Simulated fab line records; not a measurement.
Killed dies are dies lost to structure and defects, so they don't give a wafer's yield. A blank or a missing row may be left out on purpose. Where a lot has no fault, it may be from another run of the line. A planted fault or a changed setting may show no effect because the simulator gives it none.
Split-lot study -- flow berkeley_cmos170 -- on a route of 331 steps: 5 lots, 23 wafers read

## ON THE SPLIT
At UCB170_PWELL_COAT_08 (resist thk 900 nm), the setting spin_rpm was moved away from the recipe's 1500 rpm on 7 of the 23 wafers read, by -7.1% to +6.9%. This setting was run at the recipe's value on the other wafers.

## FROM THE SPLIT TO THE READING: what the file shows between them, 3 steps
- UCB170_PWELL_SOFTBAKE_09: time 60 s
- UCB170_PWELL_EXPOSE_10: exposes mask PWELL, target cd 3000 nm
- UCB170_PWELL_DEVELOP_12: develop time 45 s

## THE READING
KrF_of_PWELL_COAT_08.thk_nm (the simulator's own value, which no gauge read), in nm, at UCB170_PWELL_ETCH_14 (etches Si3N4 in CH3F/Ar/O2, stops on SiO2, target depth 242 nm, time 151 s). The file gives no usual value for it. The 16 wafers here that ran the recipe average 721.8 nm, standard deviation 3.4 nm.

wafer,"tool, chamber at the split","spin_rpm as run, rpm",against the recipe,"KrF_of_PWELL_COAT_08.thk_nm, nm",against lot-mates on the recipe
L075.1,"litho_track-01, 0",1408,-6.1%,749.3,+28.1
L075.2,"litho_track-01, 0",1500,recipe,727,-
L075.3,"litho_track-01, 0",1408,-6.1%,760.2,+39.0
L075.4,"litho_track-01, 0",1500,recipe,720.7,-
L075.5,"litho_track-01, 0",1500,recipe,716,-
L077.1,"litho_track-03, 0",1500,recipe,721.6,-
L077.2,"litho_track-03, 0",1500,recipe,720.1,-
L077.4,"litho_track-03, 0",1500,recipe,725.3,-
L077.5,"litho_track-03, 0",1500,recipe,726.8,-
L077.6,"litho_track-03, 0",1500,recipe,719.8,-
L085.2,"litho_track-01, 0",1603,+6.9%,692.5,-29.5
L085.3,"litho_track-01, 0",1500,recipe,722.7,-
L085.4,"litho_track-01, 0",1603,+6.9%,699.5,-22.5
L085.5,"litho_track-01, 0",1603,+6.9%,698.4,-23.6
L085.6,"litho_track-01, 0",1500,recipe,721.2,-
L084.2,"litho_track-04, 0",1500,recipe,717.2,-
L084.3,"litho_track-04, 0",1500,recipe,718.6,-
L084.6,"litho_track-04, 0",1500,recipe,723,-
L083.1,"litho_track-03, 0",1500,recipe,726.7,-
L083.2,"litho_track-03, 0",1500,recipe,718,-
L083.3,"litho_track-03, 0",1500,recipe,724.6,-
L083.5,"litho_track-03, 0",1393,-7.1%,751.4,+28.3
L083.6,"litho_track-03, 0",1393,-7.1%,754.5,+31.4

THE FIT
A straight line over all 23 wafers: KrF_of_PWELL_COAT_08.thk_nm changes by -4.26 nm for each +1% of spin_rpm; r = -0.97; the points scatter about the line by 4.3 nm.
The same after taking each lot's own level away (the mean of its wafers on the recipe; 23 wafers): -4.23 nm for each +1%; r = -0.97; scatter 4.3 nm.
That fit puts the effect of the largest move of spin_rpm on the reading at 30 nm.
The lots' own levels span 719.60 to 723.10 nm, that is 1.0 times the standard deviation above.
Consequently the slope shifts little with the lot-to-lot level, the two slopes agreeing.
Check: +32.1 nm against its lot-mates is what the line predicts for one of the wafers moved furthest among these (-7.1%) when that wafer is left out of the fit. It came out at +28.3 nm against them.

## FURTHER SPLITS ON THESE WAFERS
Other splits were also applied to these wafers ahead of the reading. Each is held against what the fit with the lots' levels taken away leaves over:
other split on the same wafers,wafers away from the commonest value,r with KrF_of_PWELL_COAT_08.thk_nm (lot level and that fit taken away)
UCB170_START_OXIDATION_02 temp_c,10,+0.10
UCB170_NWELL_COAT_07 spin_rpm,4,+0.32

## THE WHOLE CHAIN: every reading that the file lists as answering this split, in the file's order
step,what it does,reading,change (the file's fit),r (the file's)
UCB170_PWELL_COAT_08,resist thk 900 nm,"KrF_of_PWELL_COAT_08.thk_nm (the simulator's own value, which no gauge read)",-4.53 nm for each +1% of the setting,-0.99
UCB170_PWELL_ETCH_14,"etches Si3N4 in CH3F/Ar/O2, stops on SiO2, target depth 242 nm, time 151 s","KrF_of_PWELL_COAT_08.thk_nm (the simulator's own value, which no gauge read)",-4.36 nm for each +1% of the setting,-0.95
UCB170_PWELL_STRIP_16,strips in O2,strip_time_to_endpoint_s,withheld for each +1% of the setting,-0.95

## FILE'S OWN FIT
KrF_of_PWELL_COAT_08.thk_nm changes by -4.36 nm for each +1% of spin_rpm, r = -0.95.
